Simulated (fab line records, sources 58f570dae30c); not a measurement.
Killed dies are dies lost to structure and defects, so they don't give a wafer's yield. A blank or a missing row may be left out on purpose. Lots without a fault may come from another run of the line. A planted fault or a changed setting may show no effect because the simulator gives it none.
Which tool did it? | flow berkeley_cmos170 | 14 lots, 42 wafers sampled, at 4 steps of a route of 331

WHAT THE GAUGES READ, wafer by wafer
UCB170_PFIELD_OVL_MEAS_06. Usual: PFIELD_OVL -2 nm, standard deviation 5.
lot  | measured     | on         | PFIELD_OVL (nm) | flag
L268 | day 5 04:50  | overlay-02 | -4 -3 -8        |
L269 | day 5 10:04  | overlay-02 | 3 1 10          |
L272 | day 5 20:38  | overlay-02 | -5 0 -11        |
L275 | day 6 05:10  | overlay-01 | 4 13 15         |
L278 | day 7 13:32  | overlay-02 | 1 0 4           |
L279 | day 7 13:49  | overlay-01 | -4 2 -2         |
L282 | day 7 21:10  | overlay-02 | -3 -1 -3        |
L283 | day 7 21:26  | overlay-02 | 1 0 1           |
L286 | day 8 18:41  | overlay-02 | -6 -4 -9        |
L284 | day 8 19:15  | overlay-01 | -2 -5 -7        |
L287 | day 8 21:50  | overlay-02 | -5 -6 -6        |
L290 | day 9 18:37  | overlay-02 | 5 2 4           |
L289 | day 9 18:56  | overlay-01 | 0 0 -6          |
L291 | day 10 03:02 | overlay-01 | 6 3 3           |

UCB170_GATE_THK_MEAS_05. Usual: GATE_POLY_THK 213.4 nm, standard deviation 2.1.
lot  | measured     | on            | GATE_POLY_THK (nm) | flag
L268 | day 7 14:16  | film_metro-03 | 214.9 213.9 213.2  |
L269 | day 7 18:50  | film_metro-03 | 213.4 211.9 212.3  |
L272 | day 8 00:58  | film_metro-01 | 211.2 208.5 210.9  |
L275 | day 8 11:11  | film_metro-03 | 213.7 215.1 213.3  |
L278 | day 9 12:07  | film_metro-03 | 212.9 214.4 213.2  |
L279 | day 9 12:08  | film_metro-01 | 213.5 214.1 212.9  |
L282 | day 10 00:29 | film_metro-03 | 209.6 211.2 211.6  |
L283 | day 10 00:31 | film_metro-04 | 212.2 213.8 214.4  |
L286 | day 11 00:03 | film_metro-01 | 213.7 213.9 213.5  |
L284 | day 11 00:07 | film_metro-03 | 212.5 213.3 213.1  |
L287 | day 11 00:04 | film_metro-04 | 212.7 212.8 213.7  |
L290 | day 11 22:53 | film_metro-04 | 217.7 217.3 216.7  |
L289 | day 11 22:53 | film_metro-01 | 216.1 216.2 214.6  |
L291 | day 12 09:07 | film_metro-04 | 214.7 216.4 214.7  |

UCB170_PLDD_OVL_MEAS_07. Usual: PLDD_OVL -1 nm, standard deviation 4.3.
lot  | measured     | on         | PLDD_OVL (nm) | flag
L268 | day 7 17:37  | overlay-02 | 2 2 1         |
L269 | day 7 22:37  | overlay-01 | 6 4 13        |
L272 | day 8 03:49  | overlay-02 | -1 1 0        |
L275 | day 8 15:56  | overlay-02 | -3 -9 0       |
L278 | day 9 14:58  | overlay-01 | -1 -4 1       |
L279 | day 9 15:23  | overlay-01 | 3 -1 -2       |
L282 | day 10 04:55 | overlay-01 | -6 -11 -9     |
L283 | day 10 05:23 | overlay-01 | -2 1 3        |
L286 | day 11 03:43 | overlay-02 | -5 -8 -2      |
L284 | day 11 04:18 | overlay-01 | -2 0 -2       |
L287 | day 11 04:01 | overlay-02 | -1 1 6        |
L290 | day 12 01:47 | overlay-01 | 4 -1 0        |
L289 | day 12 01:23 | overlay-01 | 4 -1 1        |
L291 | day 12 14:52 | overlay-02 | -1 3 1        |

WHICH TOOL RAN EACH LOT (tool, then ch and the chambers of the sampled wafers, then the start)
lot  | UCB170_GATE_COAT_07
L268 | litho_track-03 ch 0, day 7 14:00
L269 | litho_track-02 ch 0, day 7 19:00
L272 | litho_track-02 ch 0, day 8 01:00
L275 | litho_track-03 ch 0, day 8 11:00
L278 | litho_track-03 ch 0, day 9 12:00
L279 | litho_track-01 ch 0, day 9 12:00
L282 | litho_track-01 ch 0, day 10 01:00
L283 | litho_track-01 ch 0, day 10 01:00
L286 | litho_track-02 ch 0, day 11 00:00
L284 | litho_track-02 ch 0, day 11 00:00
L287 | litho_track-01 ch 0, day 11 00:00
L290 | litho_track-01 ch 0, day 11 23:00
L289 | litho_track-02 ch 0, day 11 23:00
L291 | litho_track-03 ch 0, day 12 09:00
- UCB170_GATE_COAT_07: resist thk 900 nm.

WHAT THE TOOLS THEMSELVES READ (means of the sampled wafers that have a number; where no wafer has one, the mark that the record gives instead)
UCB170_GATE_COAT_07. Usual: spin_speed_rpm 1500.0 rpm, standard deviation 0.96.
lot  | tool           | spin_speed_rpm (rpm) | flag
L268 | litho_track-03 | 1500.2               |
L269 | litho_track-02 | 1499.4               |
L272 | litho_track-02 | 1500.9               |
L275 | litho_track-03 | 1613.3               | OFF
L278 | litho_track-03 | 1614.9               | OFF
L279 | litho_track-01 | 1499.6               |
L282 | litho_track-01 | 1500.9               |
L283 | litho_track-01 | 1499.4               |
L286 | litho_track-02 | 1500.9               |
L284 | litho_track-02 | 1499.3               |
L287 | litho_track-01 | 1500.6               |
L290 | litho_track-01 | 1499.7               |
L289 | litho_track-02 | 1499.3               |
L291 | litho_track-03 | 1500.2               |

THE ANSWER, worked out from the rows above alone
Rule: a lot is off if the mean of its wafers that have a number lies more than 3 standard deviations from the usual mean. A lot without any number at a reading at which 4 lots or more have one is off too. The other lots that the step has rows for count as sound. The gauges are gone through in route order, then the tools' own readings, and for those a lot's mean is taken as printed above. The first step at which some lot is off is used, and at that step the reading that is off furthest; a lot without a number counts as furthest.
Off: L275, L278, at UCB170_GATE_COAT_07 (spin_speed_rpm).
A tool fits if, at that step or a process step before it, it ran every lot that is off, and no sound lot after the first of them. None of those tried fits.

WHAT THE SIMULATOR HAD PUT IN
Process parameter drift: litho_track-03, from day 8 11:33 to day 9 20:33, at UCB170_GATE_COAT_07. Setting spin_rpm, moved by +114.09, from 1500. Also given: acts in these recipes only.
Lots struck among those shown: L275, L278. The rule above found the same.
